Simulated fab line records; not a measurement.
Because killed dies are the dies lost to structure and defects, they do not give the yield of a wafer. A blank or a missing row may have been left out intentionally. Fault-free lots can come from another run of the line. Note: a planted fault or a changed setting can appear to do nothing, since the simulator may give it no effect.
2 desks, one fault    flow berkeleyCmos170    each desk holds nothing but its own numbers, with what lay behind them at the end

== FOR THE TOOL OWNER'S DESK: rieDiel-02 ==
The tool's own readings at UCB170_CONTACT_ETCH_18 (etches PSG in CHF3/CF4/Ar, stops on TiSi2, target depth 840 nm, time 195 s): means of the sampled wafers that have a number, for each lot that ran on this tool. The brackets show how far a lot's mean lies from the usual mean; more than 4 standard deviations puts the lot out of limits, marked OUT.
Columns: A = chamberPressureMTorr at UCB170_CONTACT_ETCH_18, usual 200.00 mTorr; B = drypumpMotorCurrentA at UCB170_CONTACT_ETCH_18, usual 5.6 A; C = oesProductAu at UCB170_CONTACT_ETCH_18, usual 0.887 a.u.; D = runLengthS at UCB170_CONTACT_ETCH_18, usual 223.39 s; E = throttleValvePct at UCB170_CONTACT_ETCH_18, usual 6.91 %
lot   first seen here  A       B    C                 D                         E
L380  day 6 23:00      199.88  5.8  0.896             223.53                    6.88
L381  day 7 11:00      200.00  5.2  0.863             223.66                    6.94
L388  day 9 02:00      199.98  5.8  1.001 (+6.7) OUT  183.31 (-99 or more) OUT  6.88
L385  day 9 03:00      199.99  6.0  1.020 (+7.8) OUT  183.47 (-99 or more) OUT  6.88
This desk finds L385, L388 out of limits, L388 being first, at day 9 02:00 (oesProductAu at UCB170_CONTACT_ETCH_18). In limits: L380, L381.

== METROLOGY DESK ==
What the gauges read, lot by lot, whatever tool the lot ran on: means of the sampled wafers that have a number. The brackets show how far a lot's mean lies from the usual mean; more than 4 standard deviations puts the lot out of limits, marked OUT.
Columns: A = NSD_TW at UCB170_NSD_TW_MEAS_10, usual 4161
lot   first seen here  A
L380  day 6 17:40      4150
L379  day 6 17:54      4156
L381  day 7 05:17      4116
L384  day 7 09:31      4101
L388  day 8 16:50      4161
L385  day 8 17:12      4187
L395  day 10 03:41     4190
L392  day 10 03:58     4209
L396  day 11 03:59     4170
L398  day 11 04:26     4139
L400  day 11 15:59     4123
L401  day 11 15:59     4170
L402  day 12 03:16     4131
This desk's finding: nothing out of limits on any of the 13 lots.

== TAKEN TOGETHER ==
An alarm could have come from the tool owner's desk at day 9 02:00, on L385, L388.
The metrology desk saw nothing out of limits.
The metrology desk holds a record of L385, L388, inside its limits.
Of the lots named, all ran UCB170_CONTACT_ETCH_18 on rieDiel-02.

== WHAT HAD BEEN PUT IN BY THE SIMULATOR ==
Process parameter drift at UCB170_CONTACT_ETCH_18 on rieDiel-02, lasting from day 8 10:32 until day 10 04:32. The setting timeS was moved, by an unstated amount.
Lots struck among those shown: L385, L388.
Delay in hours, fault start to first out-of-limits reading, by desk: the tool owner's desk at 15.
